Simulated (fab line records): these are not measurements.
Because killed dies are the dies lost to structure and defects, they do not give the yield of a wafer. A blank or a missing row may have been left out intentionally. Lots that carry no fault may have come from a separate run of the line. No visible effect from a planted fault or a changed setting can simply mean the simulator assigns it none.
2 desks looking at one fault -- flow berkeleyCmos170 -- every desk sees just its own numbers, and what lay behind them comes last

== DESK OF THE TOOL OWNER: cmp-01 ==
The tool's own readings at UCB170_V1_CMP_02 (polishes SiO2): means of the sampled wafers that have a number, for each lot that ran on this tool. Any lot whose mean is over 4 standard deviations away from the usual mean is out of limits and marked OUT; that distance is given in the brackets.
Columns: A = motorCurrentA at UCB170_V1_CMP_02, usual 15.5 A
lot,first seen here,A
L696,day 8 20:05,15.6
L694,day 8 22:45,15.2
L697,day 9 01:19,16.0
L702,day 9 23:50,15.7
L707,day 11 03:35,15.4
This desk's verdict: no lot among the 5 shows anything out of limits.

== FROM THE METROLOGY DESK ==
Lot by lot, what the gauges showed, no matter which tool ran the lot: averages of those sampled wafers that carry a number. Any lot whose mean is over 4 standard deviations away from the usual mean is out of limits and marked OUT; that distance is given in the brackets.
Columns: A = NSD_OVL at UCB170_NSD_OVL_MEAS_07, usual 1 nm; B = V1_POLISHED_THK at UCB170_V1_THK_MEAS_04, usual 1000.1 nm; C = V1_OVL at UCB170_V1_OVL_MEAS_13, usual 4 nm
lot,first seen here,A,B,C
L693,day 8 07:58,2,999.5,9
L696,day 8 08:13,4,1000.8,4
L694,day 8 08:29,-1,1000.4,6
L698,day 8 12:46,0,999.4,3
L697,day 8 13:03,4,998.8,8
L700,day 9 07:27,10,1000.3,8
L701,day 9 07:43,-2,999.4,5
L702,day 9 08:07,3,999.8,6
L707,day 10 13:37,14,916.6 (-76) OUT,10
L713,day 11 16:07,-0,999.3,3
L712,day 11 16:40,-4,999.6,1
L714,day 12 03:14,-6,999.5,9
L716,day 12 08:54,6,1001.3,1
This desk finds L707 out of limits, with the earliest case on L707 at day 11 04:01 (V1_POLISHED_THK at UCB170_V1_THK_MEAS_04). In limits: L693, L696, L694, L698, L697, L700, L701, L702, L713, L712, L714, L716.

== PUT TOGETHER ==
At day 11 04:01 the metrology desk could have sounded an alarm, on L707.
The tool owner's desk saw nothing out of limits.
The tool owner's desk has L707 on record, within its limits.
Of the lots named, all ran UCB170_V1_CMP_02 on cmp-01.

== WHAT HAD BEEN PUT IN BY THE SIMULATOR ==
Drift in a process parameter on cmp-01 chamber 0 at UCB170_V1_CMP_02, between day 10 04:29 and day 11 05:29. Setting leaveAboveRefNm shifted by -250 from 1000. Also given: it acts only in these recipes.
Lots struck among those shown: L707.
Hours from the fault's start to each desk's first reading out of limits: the metrology desk, 24.
